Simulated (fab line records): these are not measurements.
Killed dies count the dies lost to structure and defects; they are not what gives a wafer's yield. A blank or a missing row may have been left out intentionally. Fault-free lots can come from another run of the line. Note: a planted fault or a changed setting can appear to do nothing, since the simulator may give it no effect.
Struck lot and sound lot, side by side + flow ritCmos + 15 out of 202 route steps
Sound: these wafers, L631.3, L631.4, L631.6. The struck wafers were L641.2, L641.4, L641.5. The cause is named last.
For every step that has rows: the tool of each side, followed by ch and its chambers, followed by its first start. Under that, the readings that differ: sound wafers + struck wafers + difference of the means + sigmas: that difference in standard deviations of wafers without a fault.
alike: readings whose means differ by less than 2 such deviations, and words and numbers that are the same on both sides. not compared: withheld readings, readings that some wafer has no value for, bounds like >300 that may hide the same value, and numbers for which the record gives no deviation and whose values overlap.
Wherever a step has rows on one side only, a row that says differs or no value, or a row with sigmas, the two part there. When numbers do not overlap yet have no deviation, they are printed without sigmas and do not part them. Lack of a reading on every wafer of one side parts them only where that side has two or more wafers.

first, 2 steps without rows for these wafers: RIT_PLDD_HARDBAKE_07 (time 60 s); RIT_PLDD_IMPLANT_08.
RIT_PLDD_STRIP_09: strips in O2, time 180 s.
  sound on plasmaAsher-03 ch 0,1, day 4 15:45; struck on plasmaAsher-03 ch 0,1, day 7 00:29
  alike: drypumpMotorCurrentA
  not compared: rfHoursCounterH
RIT_PLDD_TW_MEAS_10:
  sound on filmMetro-01, day 4 15:53; struck on filmMetro-01, day 7 00:41
  alike: PLDD_TW
then, 4 steps without rows for these wafers: RIT_SPACER_CLEAN_00 (cleans in SC1, time 600 s); RIT_SPACER_CLEAN_01 (cleans in dHF, time 30 s); RIT_SPACER_CLEAN_02 (cleans in SC2, time 600 s); RIT_SPACER_CVD_03 (deposits Si3N4 from SiH2Cl2/NH3, target thk 250 nm, time 3347 s).
RIT_SPACER_THK_MEAS_04:
  sound on filmMetro-01, day 4 19:39; struck on filmMetro-03, day 7 03:59
  alike: SPACER_NITRIDE_THK
RIT_SPACER_ETCHBACK_05: etches Si3N4 in SF6/CHF3, stops on SiO2, target depth 250 nm, time 240 s.
  sound on rieDiel-03 ch 0,2, day 4 19:41; struck on rieDiel-03 ch 1,2,3, day 7 04:02
  alike: drypumpMotorCurrentA, oesProductAu, throttleValvePct
  not compared: rfHoursCounterH
then, 2 steps without rows for these wafers: RIT_NSD_HMDS_00 (prime time 60 s); RIT_NSD_COAT_01 (resist thk 1000 nm).
RIT_NSD_SOFTBAKE_02: time 60 s.
  sound on lithoTrack-04 ch 0, day 4 20:11; struck on lithoTrack-04 ch 0, day 7 04:41
| reading        | sound             | struck               | difference | sigmas |
|----------------|-------------------|----------------------|------------|--------|
| runLengthS (s) | 89.27 89.37 89.33 | 100.75 101.08 100.81 | +11.56     | +61    |
  alike: chillPlateTempC, exhaustPa
then, 1 step without rows for these wafers: RIT_NSD_EXPOSE_03 (exposes mask M9, target cd 40700 nm).
RIT_M1_PROBE_99:
  sound on prober-01, day 5 07:04; struck on prober-01, day 7 15:29
  alike: killedAtContacts, killedAtFrontEnd, killedDies, killedOpen, killedShort

WHERE THEY PART
Only at RIT_NSD_SOFTBAKE_02, within this record. Later steps at which nothing parts them and some readings are alike: RIT_M1_PROBE_99.

WHY: the cause the simulator had injected
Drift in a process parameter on lithoTrack-04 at RIT_NSD_SOFTBAKE_02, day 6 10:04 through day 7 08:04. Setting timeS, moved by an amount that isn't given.
